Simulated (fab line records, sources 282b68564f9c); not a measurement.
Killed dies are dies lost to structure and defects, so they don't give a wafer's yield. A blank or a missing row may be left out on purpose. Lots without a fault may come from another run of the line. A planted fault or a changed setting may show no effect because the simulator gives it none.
Which tool did it? | flow rit_cmos | 13 lots, 39 wafers sampled, at 5 steps of a route of 202

WHAT THE GAUGES READ, wafer by wafer
RIT_ACTIVE_CD_MEAS_11: target cd 1400 nm.
lot  | measured    | on        | cd_nm (nm)
L944 | day 2 02:22 | cd_sem-02 | 1400.6 1400.4 1398.7
L946 | day 2 10:44 | cd_sem-01 | 1398.6 1393.6 1395.3
L947 | day 2 17:28 | cd_sem-02 | 1404.2 1403.7 1400.6
L948 | day 2 21:53 | cd_sem-01 | 1401.1 1401.9 1400.2
L949 | day 3 03:49 | cd_sem-02 | 1401.8 1401.1 1402.7
L950 | day 3 07:17 | cd_sem-01 | 1398.7 1395.7 1398.8
L951 | day 3 12:14 | cd_sem-02 | 1400.2 1401.1 1401.3
L954 | day 4 03:26 | cd_sem-01 | 1397.9 1398.0 1396.5
L957 | day 4 17:58 | cd_sem-02 | 1396.2 1397.5 1395.9
L960 | day 5 08:38 | cd_sem-01 | 1399.9 1400.0 1402.1
L961 | day 5 16:23 | cd_sem-01 | 1404.7 1404.3 1404.2
L962 | day 5 19:41 | cd_sem-01 | 1400.4 1399.0 1398.6
L964 | day 6 04:47 | cd_sem-01 | 1401.7 1401.1 1399.8

RIT_GATE_OVL_MEAS_17.
lot  | measured    | on         | GATE_OVL (nm)
L944 | day 3 05:32 | overlay-01 | 0.3 -0.3 0.0
L946 | day 3 17:21 | overlay-02 | -0.7 1.3 -0.1
L947 | day 3 19:59 | overlay-01 | 2.6 1.2 3.6
L948 | day 3 23:59 | overlay-01 | 0.8 0.0 -0.4
L949 | day 4 05:02 | overlay-01 | 3.8 2.6 3.5
L950 | day 4 09:52 | overlay-01 | 1.1 -0.9 1.8
L951 | day 4 13:49 | overlay-01 | 1.3 0.8 0.8
L954 | day 5 01:35 | overlay-02 | 0.5 2.7 1.6
L957 | day 5 18:16 | overlay-02 | -0.8 -0.3 -0.7
L960 | day 6 09:23 | overlay-02 | 0.1 -1.4 -0.5
L961 | day 6 16:43 | overlay-02 | -1.1 -1.4 -1.1
L962 | day 6 20:01 | overlay-01 | 1.5 3.2 -1.2
L964 | day 7 04:32 | overlay-01 | 3.5 1.2 2.0

RIT_SPACER_THK_MEAS_04.
lot  | measured    | on            | SPACER_NITRIDE_THK (nm)
L944 | day 3 14:33 | film_metro-04 | 246.7 250.4 249.5
L946 | day 4 03:05 | film_metro-03 | 245.9 247.6 248.8
L947 | day 4 05:10 | film_metro-04 | 250.2 246.6 248.6
L948 | day 4 09:22 | film_metro-04 | 249.9 252.1 248.3
L949 | day 4 14:34 | film_metro-04 | 252.0 251.9 250.3
L950 | day 4 18:48 | film_metro-03 | 246.2 244.7 244.1
L951 | day 5 00:00 | film_metro-01 | 250.5 249.6 248.6
L954 | day 5 11:32 | film_metro-01 | 248.1 248.4 249.3
L957 | day 6 04:46 | film_metro-01 | 201.6 205.6 201.4
L960 | day 6 20:27 | film_metro-01 | 246.1 244.2 245.8
L961 | day 7 01:25 | film_metro-03 | 253.2 251.1 251.8
L962 | day 7 07:20 | film_metro-04 | 244.6 246.5 245.6
L964 | day 7 13:18 | film_metro-03 | 248.4 247.7 248.8

WHICH TOOL RAN EACH LOT (tool, then ch and the chambers of the sampled wafers, then the start)
lot  | RIT_ACTIVE_STRIP_14                 | RIT_SPACER_CVD_03
L944 | plasma_asher-03 ch 0,1, day 2 02:46 | lpcvd-02 ch 1, day 3 12:38
L946 | plasma_asher-04 ch 0,1, day 2 11:08 | lpcvd-02 ch 0, day 4 01:11
L947 | plasma_asher-01 ch 0,1, day 2 17:52 | lpcvd-02 ch 1, day 4 03:14
L948 | plasma_asher-03 ch 0, day 2 22:16   | lpcvd-01 ch 0, day 4 07:26
L949 | plasma_asher-04 ch 0,1, day 3 04:12 | lpcvd-01 ch 1, day 4 12:38
L950 | plasma_asher-03 ch 0,1, day 3 07:41 | lpcvd-02 ch 0, day 4 16:53
L951 | plasma_asher-04 ch 0,1, day 3 12:38 | lpcvd-01 ch 0, day 4 22:05
L954 | plasma_asher-03 ch 1, day 4 03:49   | lpcvd-01 ch 0, day 5 09:37
L957 | plasma_asher-03 ch 0,1, day 4 18:22 | lpcvd-02 ch 0, day 6 02:50
L960 | plasma_asher-01 ch 0,1, day 5 09:02 | lpcvd-01 ch 0, day 6 18:32
L961 | plasma_asher-01 ch 0,1, day 5 16:47 | lpcvd-02 ch 1, day 6 23:30
L962 | plasma_asher-04 ch 1, day 5 20:05   | lpcvd-01 ch 1, day 7 05:25
L964 | plasma_asher-03 ch 0,1, day 6 05:11 | lpcvd-01 ch 0, day 7 11:22
- RIT_ACTIVE_STRIP_14: strips in O2, time 180 s.
- RIT_SPACER_CVD_03: deposits Si3N4 from SiH2Cl2/NH3, target thk 250 nm, time 3300 s.

WHAT THE TOOLS THEMSELVES READ (means of the sampled wafers that have a number; where no wafer has one, the mark that the record gives instead)
RIT_ACTIVE_STRIP_14.
lot  | tool            | drypump_motor_current_A (A) | o2_flow_sccm (sccm)
L944 | plasma_asher-03 | 5.5                         | 4007
L946 | plasma_asher-04 | 5.6                         | 3992
L947 | plasma_asher-01 | 5.1                         | 3986
L948 | plasma_asher-03 | 5.3                         | 4000
L949 | plasma_asher-04 | 5.6                         | 3997
L950 | plasma_asher-03 | 5.5                         | 3994
L951 | plasma_asher-04 | 5.6                         | 3990
L954 | plasma_asher-03 | 6.1                         | 3998
L957 | plasma_asher-03 | 5.5                         | 3993
L960 | plasma_asher-01 | 5.5                         | 4007
L961 | plasma_asher-01 | 5.1                         | 4004
L962 | plasma_asher-04 | 6.1                         | 4001
L964 | plasma_asher-03 | 5.5                         | 4006

THE ANSWER, worked out from the rows above alone
Rule: what is usual is taken from the lots themselves. Put in order of their means at a reading, lots are off if they are a third of the lots or fewer, leave a main group of 4 or more, and stand apart from it by a gap of 3 or more times the standard deviation of the main group's means; of several such gaps the widest counts. A main group whose means are all the same, to the digits that the tables above print for the reading, isn't used. A lot without any number at a reading at which 4 lots or more have one is off too. The other lots that the step has rows for count as sound. The gauges are gone through in route order, then the tools' own readings, and for those a lot's mean is taken as printed above. The first step at which some lot is off is used, and at that step the reading that is off furthest; a lot without a number counts as furthest.
Off: L957, at RIT_SPACER_THK_MEAS_04 (SPACER_NITRIDE_THK). The main group: mean 248.4 nm, standard deviation 2.2.
A tool fits if, at a process step before that reading, it ran every lot that is off, and no sound lot after the first of them. The gauges at RIT_SPACER_THK_MEAS_04 are tried like those tools. None of those tried fits.

WHAT THE SIMULATOR HAD PUT IN
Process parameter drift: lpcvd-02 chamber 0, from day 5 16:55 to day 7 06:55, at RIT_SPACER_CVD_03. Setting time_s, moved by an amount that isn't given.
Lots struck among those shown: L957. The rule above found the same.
